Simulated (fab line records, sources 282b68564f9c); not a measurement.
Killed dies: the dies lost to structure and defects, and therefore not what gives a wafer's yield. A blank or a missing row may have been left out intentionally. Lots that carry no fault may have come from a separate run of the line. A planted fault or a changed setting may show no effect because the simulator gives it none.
Which tool is to blame?    flow ritCmos    48 wafers from 16 lots sampled at 4 of the route's 202 steps

WHAT EACH GAUGE READ, for each wafer
RIT_GATE_CD_MEAS_16 targets a cd of 150 nm.
lot   measured     on        cdNm (nm)
L472  day 2 18:18  cdSem-01  148.7 149.4 149.7
L473  day 2 19:56  cdSem-01  155.5 149.6 150.9
L474  day 3 01:34  cdSem-01  154.2 154.0 152.6
L475  day 3 05:56  cdSem-01  150.8 148.9 148.4
L476  day 3 09:44  cdSem-02  150.0 146.5 149.0
L478  day 3 18:58  cdSem-01  153.0 149.7 152.1
L480  day 4 08:01  cdSem-02  154.7 153.4 154.9
L481  day 4 10:23  cdSem-01  151.0 152.6 150.3
L482  day 4 14:23  cdSem-01  147.6 148.1 147.4
L483  day 4 21:26  cdSem-01  148.1 147.4 149.4
L484  day 5 00:40  cdSem-01  151.4 151.9 152.3
L489  day 6 04:08  cdSem-01  149.7 148.5 149.8
L490  day 6 16:21  cdSem-01  148.6 149.7 149.0
L492  day 6 21:25  cdSem-01  154.3 149.9 149.2
L493  day 7 05:52  cdSem-01  148.8 150.3 147.1
L495  day 7 15:17  cdSem-01  148.4 147.6 150.1

RIT_NLDD_OVL_MEAS_06.
lot   measured     on          NLDD_OVL (nm)
L472  day 2 22:58  overlay-02  0.0 -0.5 1.8
L473  day 3 00:34  overlay-02  -1.0 -0.6 -0.1
L474  day 3 06:31  overlay-02  -0.1 0.9 0.0
L475  day 3 10:40  overlay-01  -2.2 -2.4 -1.1
L476  day 3 14:16  overlay-01  1.2 -1.0 0.8
L478  day 3 23:32  overlay-02  -299.0 -297.5 -298.9
L480  day 4 12:33  overlay-01  -0.4 -0.4 -1.3
L481  day 4 15:29  overlay-02  -0.6 -2.8 -2.5
L482  day 4 19:04  overlay-02  -301.2 -301.2 -301.4
L483  day 5 02:07  overlay-01  -298.5 -299.3 -299.7
L484  day 5 05:14  overlay-01  -299.1 -298.9 -298.1
L489  day 6 10:46  overlay-01  -0.3 0.2 0.2
L490  day 6 21:07  overlay-02  2.2 1.8 4.5
L492  day 7 05:28  overlay-02  -1.6 -1.2 -1.7
L493  day 7 10:43  overlay-01  -2.1 0.1 0.0
L495  day 7 23:08  overlay-01  -0.7 -0.6 0.0

RIT_PSD_OVL_MEAS_06.
lot   measured     on          PSD_OVL (nm)
L472  day 3 06:58  overlay-01  0.3 0.7 0.9
L473  day 3 09:24  overlay-02  -0.2 -1.9 -1.0
L474  day 3 13:18  overlay-01  1.3 0.0 0.9
L475  day 3 18:05  overlay-02  -1.6 -1.6 -0.8
L476  day 3 21:16  overlay-02  -1.9 -2.7 -1.1
L478  day 4 06:23  overlay-01  1.2 1.2 0.3
L480  day 4 19:35  overlay-01  -0.4 -1.2 -0.4
L481  day 4 22:23  overlay-01  -2.1 -1.1 -1.6
L482  day 5 02:07  overlay-02  0.7 1.3 0.8
L483  day 5 08:59  overlay-02  2.1 0.9 0.3
L484  day 5 12:07  overlay-01  0.9 1.7 1.1
L489  day 6 18:19  overlay-02  1.9 1.0 2.5
L490  day 7 04:59  overlay-02  0.9 0.5 0.1
L492  day 7 13:50  overlay-02  0.3 -2.0 -0.6
L493  day 7 18:47  overlay-02  0.1 -0.3 -1.7
L495  day 8 06:17  overlay-02  -0.7 -0.3 -1.0

EACH LOT AND THE TOOL THAT RAN IT (in order: tool; ch and the chambers of the sampled wafers; start)
lot   RIT_NLDD_EXPOSE_03
L472  ilineStepper-01 ch 0, day 2 22:35
L473  ilineStepper-01 ch 0, day 3 00:10
L474  ilineStepper-01 ch 0, day 3 06:07
L475  ilineStepper-01 ch 0, day 3 10:17
L476  ilineStepper-01 ch 0, day 3 13:52
L478  ilineStepper-01 ch 0, day 3 23:08
L480  ilineStepper-02 ch 0, day 4 12:09
L481  ilineStepper-02 ch 0, day 4 15:05
L482  ilineStepper-01 ch 0, day 4 18:40
L483  ilineStepper-01 ch 0, day 5 01:43
L484  ilineStepper-01 ch 0, day 5 04:50
L489  ilineStepper-02 ch 0, day 6 10:22
L490  ilineStepper-02 ch 0, day 6 20:43
L492  ilineStepper-02 ch 0, day 7 05:04
L493  ilineStepper-02 ch 0, day 7 10:21
L495  ilineStepper-02 ch 0, day 7 22:44
- RIT_NLDD_EXPOSE_03: exposes mask M7, target cd 40700 nm.

AS READ BY THE TOOLS THEMSELVES (means over the sampled wafers that have a number; for cases with no such wafer, the mark the record gives instead)
RIT_NLDD_EXPOSE_03.
lot   tool             reticleTempC (C)  stageVelMmS (mm/s)
L472  ilineStepper-01  23.08             500.30
L473  ilineStepper-01  23.02             500.14
L474  ilineStepper-01  22.96             500.22
L475  ilineStepper-01  22.94             500.05
L476  ilineStepper-01  23.03             499.66
L478  ilineStepper-01  23.02             500.04
L480  ilineStepper-02  22.96             500.23
L481  ilineStepper-02  22.95             500.03
L482  ilineStepper-01  22.98             500.12
L483  ilineStepper-01  22.87             499.90
L484  ilineStepper-01  22.84             500.02
L489  ilineStepper-02  22.99             499.97
L490  ilineStepper-02  22.90             500.17
L492  ilineStepper-02  23.13             500.08
L493  ilineStepper-02  23.01             500.14
L495  ilineStepper-02  23.04             499.82

THE ANSWER, worked out from the rows above alone
Rule: usual is defined by the lots themselves. The widest of any qualifying gaps counts: lots, ordered by their means at a reading, are off when they make up no more than a third of the lots, leave a main group of 4 or more, and stand apart from it by 3 or more times the standard deviation of that group's means. The tables above print the reading to a certain number of digits; a main group whose means all agree to those digits is not used. A lot without any number at a reading at which 4 lots or more have one is off too. Where the step has rows for the other lots, those lots are counted as sound. Order of review: gauges by route order, followed by the tools' own readings, for which a lot's mean as printed above is used. The first step at which some lot is off is used, and at that step the reading that is off furthest; a lot without a number counts as furthest.
Off: L478, L482, L483, L484, at RIT_NLDD_OVL_MEAS_06 (NLDD_OVL). For the main group the mean is -0.3 nm and the standard deviation 1.2.
If a tool, at a process step before that reading, ran all the lots that are off and no sound lot after the first of them, it fits. Those tools and the gauges at RIT_NLDD_OVL_MEAS_06 are tried in the same way. One fits: RIT_NLDD_EXPOSE_03 on ilineStepper-01. A fault onset in the window from L476 (day 3 13:52, its last sound lot) to L478 (day 3 23:08, its first lot off) fits.

WHAT WAS PUT IN BY THE SIMULATOR
Scanner matching overlay: ilineStepper-01, from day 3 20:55 on, at RIT_NLDD_EXPOSE_03. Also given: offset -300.
Shown lots that were struck: L478, L482, L483, L484. The rule above reached the same finding.
